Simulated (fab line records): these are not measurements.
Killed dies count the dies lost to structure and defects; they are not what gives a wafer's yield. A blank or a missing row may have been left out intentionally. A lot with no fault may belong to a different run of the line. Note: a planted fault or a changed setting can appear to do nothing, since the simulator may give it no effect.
Check of tool commonality + flow rit-cmos + 16 lots and 48 wafers in the sample

## THE REASON FOR OPENING IT
4 of 16 lots carry a flag on the reading GATE_POLY_THK at RIT_GATE_THK_MEAS_09. No-fault wafers: 249.8 nm, standard deviation 2.5.
Rule: flag the lot when none of its wafers has a number, or when each of its wafers that has one lies beyond 4 standard deviations from that mean. The other lots count as sound.

| lot  | measured    | on            | GATE_POLY_THK (nm), wafer by wafer | flag    |
|------|-------------|---------------|------------------------------------|---------|
| L150 | day 2 19:25 | film-metro-03 | 246.7 248.4 246.3                  |         |
| L152 | day 2 22:41 | film-metro-01 | 248.4 249.3 250.4                  |         |
| L153 | day 3 10:14 | film-metro-04 | 246.7 248.6 248.4                  |         |
| L154 | day 3 13:00 | film-metro-01 | 248.8 246.8 248.1                  |         |
| L156 | day 4 01:26 | film-metro-03 | 252.2 252.8 251.6                  |         |
| L157 | day 4 03:02 | film-metro-01 | 280.7 280.2 280.4                  | FLAGGED |
| L158 | day 4 05:17 | film-metro-04 | 277.3 275.8 277.2                  | FLAGGED |
| L159 | day 4 15:57 | film-metro-01 | 276.5 278.4 276.5                  | FLAGGED |
| L161 | day 4 19:43 | film-metro-01 | 281.6 282.7 282.0                  | FLAGGED |
| L165 | day 5 23:17 | film-metro-04 | 246.7 244.8 249.4                  |         |
| L168 | day 6 20:11 | film-metro-01 | 247.0 248.0 247.0                  |         |
| L169 | day 7 08:53 | film-metro-03 | 247.3 248.9 248.5                  |         |
| L170 | day 7 13:40 | film-metro-03 | 248.7 248.3 250.0                  |         |
| L171 | day 7 13:41 | film-metro-04 | 249.9 251.3 250.4                  |         |
| L172 | day 7 19:07 | film-metro-03 | 250.7 249.8 248.8                  |         |
| L173 | day 8 03:58 | film-metro-04 | 254.8 252.3 252.7                  |         |
Average over the flagged lots: 279.1 nm; offset from the usual +29.3 nm, equal to +12 standard deviations.

## WHICH TOOL EACH LOT WENT THROUGH
The record keeps 1 process step preceding the reading, out of 202 steps on the route. Read each cell as the tool, then ch plus the chambers that the sampled wafers visited, then the start.
| lot  | flag    | RIT_GATE_CVD_08            |
|------|---------|----------------------------|
| L150 |         | lpcvd-01 ch 0, day 2 17:00 |
| L152 |         | lpcvd-02 ch 1, day 2 21:03 |
| L153 |         | lpcvd-01 ch 1, day 3 08:37 |
| L154 |         | lpcvd-02 ch 1, day 3 11:23 |
| L156 |         | lpcvd-02 ch 1, day 3 23:48 |
| L157 | FLAGGED | lpcvd-02 ch 1, day 4 01:25 |
| L158 | FLAGGED | lpcvd-02 ch 1, day 4 03:39 |
| L159 | FLAGGED | lpcvd-02 ch 0, day 4 14:20 |
| L161 | FLAGGED | lpcvd-02 ch 1, day 4 18:05 |
| L165 |         | lpcvd-01 ch 0, day 5 21:40 |
| L168 |         | lpcvd-01 ch 1, day 6 18:34 |
| L169 |         | lpcvd-01 ch 0, day 7 07:14 |
| L170 |         | lpcvd-02 ch 0, day 7 12:03 |
| L171 |         | lpcvd-02 ch 0, day 7 12:03 |
| L172 |         | lpcvd-02 ch 0, day 7 17:29 |
| L173 |         | lpcvd-02 ch 0, day 8 02:20 |
What these steps do:
- RIT_GATE_CVD_08: deposits poly-Si from SiH4, target thk 250 nm, time 2220 s.
- RIT_GATE_THK_MEAS_09

## FLAGGED AGAINST TOTAL, ONE TOOL AT A TIME (gauges that did the reading follow at the end)
| step                 | tool          | lots run | flagged | share of the flagged lots | sound lots run after its first flagged lot |
|----------------------|---------------|----------|---------|---------------------------|--------------------------------------------|
| RIT_GATE_CVD_08      | lpcvd-01      | 5        | 0       | none                      | -                                          |
| RIT_GATE_CVD_08      | lpcvd-02      | 11       | 4       | all                       | 4 (L170,L171,L172,L173)                    |
| RIT_GATE_THK_MEAS_09 | film-metro-01 | 6        | 3       | some                      | 1 (L168)                                   |
| RIT_GATE_THK_MEAS_09 | film-metro-03 | 5        | 0       | none                      | -                                          |
| RIT_GATE_THK_MEAS_09 | film-metro-04 | 5        | 1       | some                      | 3 (L165,L171,L173)                         |

## WHAT THE TABLE PERMITS
Rows of the table that ran each flagged lot: 1, that is lpcvd-02 at RIT_GATE_CVD_08.
- lpcvd-02 at RIT_GATE_CVD_08: 4 of its 11 lots flagged. Lots that were sound ran on it after the first flagged one (L170, L171, L172, L173); a persistent fault on the entire tool would not allow that.
There is no row in the table that ran each flagged lot and no sound lot after the first.

## WHAT WAS PUT IN BY THE SIMULATOR
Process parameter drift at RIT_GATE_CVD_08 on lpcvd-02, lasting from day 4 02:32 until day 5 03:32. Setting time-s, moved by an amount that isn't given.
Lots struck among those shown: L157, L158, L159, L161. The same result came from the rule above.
